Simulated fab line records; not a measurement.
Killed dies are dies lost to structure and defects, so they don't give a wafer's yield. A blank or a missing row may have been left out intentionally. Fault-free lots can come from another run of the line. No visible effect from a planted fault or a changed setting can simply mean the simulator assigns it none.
What tool caused it? | flow berkeley-cmos170 | 21 wafers from 7 lots sampled at 3 of the route's 331 steps

== WHAT THE GAUGES READ, wafer by wafer ==
UCB170_M3_RS_MEAS_02: uses a four-point probe to measure.
lot  | measured     | on            | M3_AL_RS (ohm/sq)
L589 | day 8 08:39  | film-metro-02 | 0.0322 0.0322 0.0317
L588 | day 8 15:21  | film-metro-03 | 0.0323 0.0322 0.0324
L593 | day 9 10:22  | film-metro-02 | 0.0320 0.0324 0.0322
L594 | day 9 15:28  | film-metro-02 | - - -
L598 | day 10 15:31 | film-metro-01 | 0.0320 0.0320 0.0320
L604 | day 11 21:25 | film-metro-03 | 0.0322 0.0324 0.0321
L605 | day 12 13:03 | film-metro-01 | 0.0324 0.0327 0.0324

== EACH LOT AND THE TOOL THAT RAN IT (in order: tool; ch and the chambers of the sampled wafers; start) ==
lot  | UCB170_M1_STRIP_13                   | UCB170_M3_SPUTTER_01
L589 | plasma-asher-04 ch 0,1, day 7 20:49  | pvd-sputter-02, day 8 08:32
L588 | plasma-asher-01 ch 0,1, day 7 22:26  | pvd-sputter-01, day 8 15:16
L593 | plasma-asher-01 ch 0, day 8 22:37    | pvd-sputter-01, day 9 10:17
L594 | plasma-asher-02 ch 0,1, day 9 03:47  | pvd-sputter-01, day 9 15:21
L598 | plasma-asher-04 ch 0,1, day 10 01:44 | pvd-sputter-03, day 10 15:25
L604 | plasma-asher-04 ch 0,1, day 11 09:32 | pvd-sputter-01, day 11 21:19
L605 | plasma-asher-04 ch 0,1, day 11 20:55 | pvd-sputter-03, day 12 12:57
- UCB170_M1_STRIP_13: strips in O2.
- UCB170_M3_SPUTTER_01: material Al, target thk 900 nm, time 120 s.

== THE ANSWER, worked out from the rows above alone ==
Rule: what is usual is taken from the lots themselves. The widest of any qualifying gaps counts: lots, ordered by their means at a reading, are off when they make up no more than a third of the lots, leave a main group of 4 or more, and stand apart from it by 3 or more times the standard deviation of that group's means. If all means in a main group match to the digits the tables above print for the reading, that group is not used. Also off: a lot with no number at a reading for which 4 or more lots have one. Where the step has rows for the other lots, those lots are counted as sound.
Off: L594, seen at UCB170_M3_RS_MEAS_02 (M3_AL_RS). Without a number there: L594. Mean 0.0322 ohm/sq and standard deviation 0.00017 in the main group.
If a tool, at a process step before that reading, ran all the lots that are off and no sound lot after the first of them, it fits. Gauges at UCB170_M3_RS_MEAS_02: tried the same way as those tools. This does not decide it: 2 tools fit, namely plasma-asher-02 at UCB170_M1_STRIP_13 and film-metro-02 at UCB170_M3_RS_MEAS_02.

== WHAT HAD BEEN PUT IN BY THE SIMULATOR ==
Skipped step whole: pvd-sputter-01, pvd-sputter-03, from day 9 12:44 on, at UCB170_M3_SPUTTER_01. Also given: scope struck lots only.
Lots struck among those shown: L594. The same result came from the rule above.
